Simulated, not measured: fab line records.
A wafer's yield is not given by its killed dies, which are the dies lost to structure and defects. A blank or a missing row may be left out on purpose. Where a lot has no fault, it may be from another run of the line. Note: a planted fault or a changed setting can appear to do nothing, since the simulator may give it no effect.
The same fault as seen by 2 desks + flow berkeley-cmos170 + each desk has only its own numbers; what lay behind them comes last

== THE METROLOGY DESK ==
What the gauges read for every lot (on any tool): the sampled wafers with a number, averaged. The brackets show how far a lot's mean lies from the usual mean; more than 4 standard deviations puts the lot out of limits, marked OUT.
Columns: A = SILICIDE_TI_RS at UCB170_SILICIDE_RS_MEAS_02, usual 26.2 ohm/sq; B = SILICIDE_TI_THK at UCB170_SILICIDE_THK_MEAS_03, usual 29.7 nm; C = cd-nm at UCB170_CONTACT_CD_MEAS_15, usual 700.2 nm
| lot  | first seen here | A    | B    | C     |
|------|-----------------|------|------|-------|
| L244 | day 6 19:46     | 25.9 | 30.0 | 699.9 |
| L248 | day 7 15:53     | 26.3 | 29.3 | 699.3 |
| L246 | day 7 20:18     | 25.8 | 29.9 | 701.5 |
| L249 | day 7 22:50     | 26.6 | 29.5 | 701.9 |
| L247 | day 7 22:50     | 26.0 | 29.8 | 699.5 |
| L250 | day 7 23:01     | 25.8 | 30.2 | 700.1 |
| L253 | day 8 16:53     | 26.5 | 29.3 | 700.6 |
| L251 | day 8 17:52     | 26.3 | 29.5 | 698.7 |
| L252 | day 8 18:02     | 26.3 | 29.6 | 701.4 |
| L254 | day 8 21:47     | 26.2 | 29.6 | 700.4 |
| L260 | day 9 21:55     | 25.2 | 30.5 | 699.3 |
| L263 | day 10 19:53    | 25.3 | 30.8 | 697.9 |
| L264 | day 10 20:28    | 26.0 | 30.1 | 700.8 |
| L267 | day 11 21:19    | 26.1 | 29.7 | 702.5 |
This desk's verdict: no lot among the 14 shows anything out of limits.

== THE TOOL OWNER'S DESK: pvd-sputter-01 ==
The tool's own readings at UCB170_SILICIDE_SPUTTER_01 (material Ti, target thk 30 nm, time 25 s): means of the sampled wafers that have a number, for each lot that ran on this tool. The brackets show how far a lot's mean lies from the usual mean; more than 4 standard deviations puts the lot out of limits, marked OUT.
Columns: A = throttle-valve-pct at UCB170_SILICIDE_SPUTTER_01, usual 29.9 %
| lot  | first seen here | A    |
|------|-----------------|------|
| L248 | day 7 15:51     | 30.0 |
| L250 | day 7 22:59     | 30.2 |
| L252 | day 8 17:59     | 30.0 |
| L260 | day 9 21:53     | 29.9 |
| L263 | day 10 19:51    | 29.8 |
This desk's verdict: no lot among the 5 shows anything out of limits.

== TAKEN TOGETHER ==
From the metrology desk's view, nothing was out of limits.
Nothing out of limits was seen by the tool owner's desk.

== WHAT WAS PUT IN BY THE SIMULATOR ==
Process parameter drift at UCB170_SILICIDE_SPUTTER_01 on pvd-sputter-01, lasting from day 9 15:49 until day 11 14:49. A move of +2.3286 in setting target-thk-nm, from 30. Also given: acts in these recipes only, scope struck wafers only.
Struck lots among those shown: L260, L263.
